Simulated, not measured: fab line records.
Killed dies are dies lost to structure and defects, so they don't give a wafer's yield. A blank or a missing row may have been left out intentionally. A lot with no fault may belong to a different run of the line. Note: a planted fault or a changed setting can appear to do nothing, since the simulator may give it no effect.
Split-lot study :: flow rit cmos :: route with 202 steps; 5 lots, 23 wafers read

ON THE SPLIT
At RIT_NRETRO_IMPLANT_08, the setting energy kev was moved away from the recipe's 70 on 9 of the 23 wafers read, by -2.9% to +3.1%. All remaining wafers had this setting at the recipe value.

The reading comes from the split's own step.

THE READING
In nm, at RIT_NRETRO_IMPLANT_08: implant.drp nm, which is the simulator's own figure and was read by no gauge. The file gives no usual value for it.

wafer: L075.2
tool, chamber at the split: implanter-03, 0
energy kev as run: 71.31
against the recipe: +1.9%
implant.drp nm, nm: 34.47
against lot-mates on the recipe: +0.53

wafer: L075.5
tool, chamber at the split: implanter-03, 0
energy kev as run: 71.31
against the recipe: +1.9%
implant.drp nm, nm: 34.47
against lot-mates on the recipe: +0.53

wafer: L075.6
tool, chamber at the split: implanter-03, 0
energy kev as run: 71.31
against the recipe: +1.9%
implant.drp nm, nm: 34.47
against lot-mates on the recipe: +0.53

wafer: L075.3
tool, chamber at the split: implanter-03, 0
energy kev as run: 70
against the recipe: recipe
implant.drp nm, nm: 33.94
against lot-mates on the recipe: -

wafer: L075.4
tool, chamber at the split: implanter-03, 0
energy kev as run: 70
against the recipe: recipe
implant.drp nm, nm: 33.94
against lot-mates on the recipe: -

wafer: L077.1
tool, chamber at the split: implanter-01, 0
energy kev as run: 71.73
against the recipe: +2.5%
implant.drp nm, nm: 34.64
against lot-mates on the recipe: +0.70

wafer: L077.6
tool, chamber at the split: implanter-01, 0
energy kev as run: 71.73
against the recipe: +2.5%
implant.drp nm, nm: 34.64
against lot-mates on the recipe: +0.70

wafer: L077.3
tool, chamber at the split: implanter-01, 0
energy kev as run: 70
against the recipe: recipe
implant.drp nm, nm: 33.94
against lot-mates on the recipe: -

wafer: L077.4
tool, chamber at the split: implanter-01, 0
energy kev as run: 70
against the recipe: recipe
implant.drp nm, nm: 33.94
against lot-mates on the recipe: -

wafer: L077.5
tool, chamber at the split: implanter-01, 0
energy kev as run: 70
against the recipe: recipe
implant.drp nm, nm: 33.94
against lot-mates on the recipe: -

wafer: L078.1
tool, chamber at the split: implanter-04, 0
energy kev as run: 72.18
against the recipe: +3.1%
implant.drp nm, nm: 34.83
against lot-mates on the recipe: +0.89

wafer: L078.4
tool, chamber at the split: implanter-04, 0
energy kev as run: 72.18
against the recipe: +3.1%
implant.drp nm, nm: 34.83
against lot-mates on the recipe: +0.89

wafer: L078.2
tool, chamber at the split: implanter-04, 0
energy kev as run: 70
against the recipe: recipe
implant.drp nm, nm: 33.94
against lot-mates on the recipe: -

wafer: L078.3
tool, chamber at the split: implanter-04, 0
energy kev as run: 70
against the recipe: recipe
implant.drp nm, nm: 33.94
against lot-mates on the recipe: -

wafer: L078.6
tool, chamber at the split: implanter-04, 0
energy kev as run: 70
against the recipe: recipe
implant.drp nm, nm: 33.94
against lot-mates on the recipe: -

wafer: L081.1
tool, chamber at the split: implanter-03, 0
energy kev as run: 70
against the recipe: recipe
implant.drp nm, nm: 33.94
against lot-mates on the recipe: -

wafer: L081.5
tool, chamber at the split: implanter-03, 0
energy kev as run: 70
against the recipe: recipe
implant.drp nm, nm: 33.94
against lot-mates on the recipe: -

wafer: L081.6
tool, chamber at the split: implanter-03, 0
energy kev as run: 70
against the recipe: recipe
implant.drp nm, nm: 33.94
against lot-mates on the recipe: -

wafer: L085.1
tool, chamber at the split: implanter-01, 0
energy kev as run: 70
against the recipe: recipe
implant.drp nm, nm: 33.94
against lot-mates on the recipe: -

wafer: L085.5
tool, chamber at the split: implanter-01, 0
energy kev as run: 70
against the recipe: recipe
implant.drp nm, nm: 33.94
against lot-mates on the recipe: -

wafer: L085.6
tool, chamber at the split: implanter-01, 0
energy kev as run: 70
against the recipe: recipe
implant.drp nm, nm: 33.94
against lot-mates on the recipe: -

wafer: L085.2
tool, chamber at the split: implanter-01, 0
energy kev as run: 68
against the recipe: -2.9%
implant.drp nm, nm: 33.11
against lot-mates on the recipe: -0.83

wafer: L085.3
tool, chamber at the split: implanter-01, 0
energy kev as run: 68
against the recipe: -2.9%
implant.drp nm, nm: 33.11
against lot-mates on the recipe: -0.83

THE FIT
A straight line over all 23 wafers: implant.drp nm changes by +0.287 nm for each +1% of energy kev; r = +1.00; the points scatter about the line by 0.0041 nm.
The same after taking each lot's own level away (the mean of its wafers on the recipe; 23 wafers): +0.287 nm for each +1%; r = +1.00; scatter 0.0041 nm.
According to that fit, moving energy kev by its largest amount changes the reading by 0.89 nm.
The lots' own levels span 33.940 to 33.940 nm.
Consequently the slope shifts little with the lot-to-lot level, the two slopes agreeing.
Check: with one of the wafers moved furthest among these (+3.1%) left out of the fit, the line predicts +0.89 nm for it against its lot-mates. It came out at +0.89 nm against them.

OTHER SPLITS APPLIED TO THESE WAFERS
These wafers also went through other splits before the reading. Each is held against what the fit with the lots' levels taken away leaves over:
other split on the same wafers: RIT_ACTIVE_CVD_03 temp c
wafers away from the commonest value: 10
r with implant.drp nm (lot level and that fit taken away): -0.09

other split on the same wafers: RIT_ACTIVE_EXPOSE_08 dose mj
wafers away from the commonest value: 5
r with implant.drp nm (lot level and that fit taken away): -0.34

other split on the same wafers: RIT_ACTIVE_ETCH_13 time s
wafers away from the commonest value: 10
r with implant.drp nm (lot level and that fit taken away): +0.16

other split on the same wafers: RIT_FOX2_OXIDATION_00 ox time s
wafers away from the commonest value: 18
r with implant.drp nm (lot level and that fit taken away): -0.13

other split on the same wafers: RIT_NWELL_COAT_01 resist thk nm
wafers away from the commonest value: 11
r with implant.drp nm (lot level and that fit taken away): +0.07

other split on the same wafers: RIT_NWELL_IMPLANT_08 energy kev
wafers away from the commonest value: 10
r with implant.drp nm (lot level and that fit taken away): -0.16

other split on the same wafers: RIT_PWELL_IMPLANT_08 dose cm2
wafers away from the commonest value: 7
r with implant.drp nm (lot level and that fit taken away): +0.18

THE FILE'S OWN FIT
implant.drp nm changes by +0.286 nm for each +1% of energy kev, r = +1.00.
